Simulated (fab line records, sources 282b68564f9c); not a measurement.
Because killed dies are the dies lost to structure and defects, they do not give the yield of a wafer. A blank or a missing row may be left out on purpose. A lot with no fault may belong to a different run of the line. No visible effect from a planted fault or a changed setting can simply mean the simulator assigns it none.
Problem report, 8D (eight disciplines) form, completed by code || flow ritCmos || the parts of the form that need people (team, actions taken, sign-off) are left out

== 1. THE PROBLEM ==
ACTIVE_OXIDE_THK at RIT_ACTIVE_THK_MEAS_02 reads a mean of 53.4 nm on 6 wafers of 2 lots; wafers without a fault read 46.7 nm with a standard deviation of 1.3. That puts it +5.1 standard deviations away from the usual mean.
Seen first at day 4 21:44 on filmMetro-04, wafer L722.1. Wafers with a number at this step in the record: 42, from 14 lots. The rule behind "out" and "out of limits": a value lying over 4 standard deviations away from the usual mean. The other wafers with a number count as sound.

== 2. WHAT IT IS, AND WHAT IT ISN'T ==
{"question": "which readings at this step", "is": "ACTIVE_OXIDE_THK", "is not": "-"}
{"question": "which lots", "is": "L722, L724", "is not": "L706, L708, L709, L710, L712, L713, L714, L716, L723, L727, L728, L729"}
{"question": "which wafers of those lots", "is": "all that have a number", "is not": "-"}
{"question": "read on which gauges", "is": "filmMetro-04", "is not": "filmMetro-01, filmMetro-02"}
{"question": "when", "is": "from day 4 21:44", "is not": "up to then (24 sound wafers); but 12 sound wafers of L723, L727, L728, L729 came after"}

== 3. WHAT RULES OUT EACH SUSPECT ==
Counting: any tool at a process step up to the reading is kept as a suspect provided that every lot that is out went through it and no sound lot did after the first of them.
- the gauge at RIT_ACTIVE_THK_MEAS_02 has been ruled out. All the wafers that are out were read on filmMetro-04, but those of them that RIT_ACTIVE_OXIDATION_01 has rows for are out there too, on other tools.
- furnace-01 at RIT_ACTIVE_OXIDATION_01 (target thk 46.8 nm, ox time 3360 s): kept. Every lot that is out went through it, starting with L722 (day 4 19:49), and after that it ran no sound lot; the last sound lot it ran before then is L716 (day 3 13:28). Its own spikeTcCentreC readings are out on those wafers.
The count leaves furnace-01 at RIT_ACTIVE_OXIDATION_01.

== 4. THE CAUSE (what the simulator had put in) ==
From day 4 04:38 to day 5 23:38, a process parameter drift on furnace-01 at RIT_ACTIVE_OXIDATION_01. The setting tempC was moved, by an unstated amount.
Counting left only this tool.

== 5. THE EFFECT CHAIN, in route order ==
Each row: a reading whose mean over the struck wafers that have a number lies more than 3 standard deviations from the usual. Only readings for which the record gives a usual standard deviation are gone through. hours: the time from each lot's start at the first step in this table that gives one to its start at this step, as a median over the lots. sigmas: the change in usual standard deviations.
{"hours": 0, "step": "RIT_ACTIVE_OXIDATION_01", "reading": "spikeTcCentreC", "usual": "1002.1 C", "on struck wafers": 1014.8, "change": "+12.7", "sigmas": "+13"}
{"hours": 0, "step": "RIT_ACTIVE_OXIDATION_01", "reading": "spikeTcSourceC", "usual": "1023.0 C", "on struck wafers": 1033.3, "change": "+10.3", "sigmas": "+3.6"}
{"hours": 2, "step": "RIT_ACTIVE_THK_MEAS_02", "reading": "ACTIVE_OXIDE_THK", "usual": "46.7 nm", "on struck wafers": 53.4, "change": "+6.6", "sigmas": "+5.1"}
Here are the process steps it includes:
- RIT_ACTIVE_OXIDATION_01: target thk 46.8 nm, ox time 3360 s.
Later steps that measure or inspect, where all struck wafers having a row at the step show a number for every such reading and not one has moved that far: RIT_FOX1_THK_MEAS_01, RIT_NWELL_OVL_MEAS_06.

== 6. WHAT WOULD HAVE CAUGHT IT SOONER ==
In this record the first reading out of limits at a measuring or inspecting step was taken at day 4 21:44, 17 hours after the fault began at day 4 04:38.
Tool's own readings at RIT_ACTIVE_OXIDATION_01, spikeTcCentreC: out on all struck wafers the step has rows for; an alarm limit on them would have tripped on the first.
Lots out: 2; of these, L724 started RIT_ACTIVE_OXIDATION_01 on furnace-01 after day 4 21:44. A tool hold placed at that time would have kept it from harm.
